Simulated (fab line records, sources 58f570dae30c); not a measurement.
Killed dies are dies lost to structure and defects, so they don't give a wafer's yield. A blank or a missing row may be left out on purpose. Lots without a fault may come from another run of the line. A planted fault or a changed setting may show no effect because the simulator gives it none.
Chamber matching | flow berkeley_cmos170 | UCB170_V1_CMP_02 on cmp-01: 4 sister chambers
The step polishes SiO2. 4 wafers are shown with their chamber, then 7 later ones without.

WAFERS WITH THEIR CHAMBER
wafer  | chamber | slurry_filter_dp_kPa (kPa)
L485.4 | 1       | 13.58
L487.5 | 2       | 13.54
L498.2 | 3       | 13.73
L498.3 | 0       | 13.60

WAFERS WITHOUT THEIR CHAMBER
wafer  | slurry_filter_dp_kPa (kPa)
L498.6 | 13.31
L500.2 | 13.29
L500.4 | 13.45
L500.5 | 13.56
L501.1 | 13.41
L501.3 | 13.48
L501.6 | 13.28

WHICH CHAMBER EACH WENT THROUGH
wafer  | from the rows above               | in truth
L498.6 | can't be placed: 2 or 1 or 0 or 3 | 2
L500.2 | can't be placed: 2 or 1 or 0 or 3 | 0
L500.4 | can't be placed: 2 or 1 or 0 or 3 | 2
L500.5 | can't be placed: 1 or 2 or 0 or 3 | 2
L501.1 | can't be placed: 2 or 1 or 0 or 3 | 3
L501.3 | can't be placed: 2 or 1 or 0 or 3 | 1
L501.6 | can't be placed: 2 or 1 or 0 or 3 | 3
Placed correctly: 0 of 7. Can't be placed from these rows: 7 (the true chamber is among the candidates in 7). Placed wrongly: 0.
How it was worked out, from the rows above alone: a wafer's distance from a chamber is the root of the sum, over the readings, of the square of ((its reading less the chamber's mean) divided by the reading's scatter). The wafer belongs to the nearest chamber; if the next one is less than 2 further off, it can't be placed. A chamber's mean is the mean of its shown wafers. The scatter: with one shown wafer a chamber, the root of the mean of the squares of how far each hidden wafer lies from its nearest shown one.
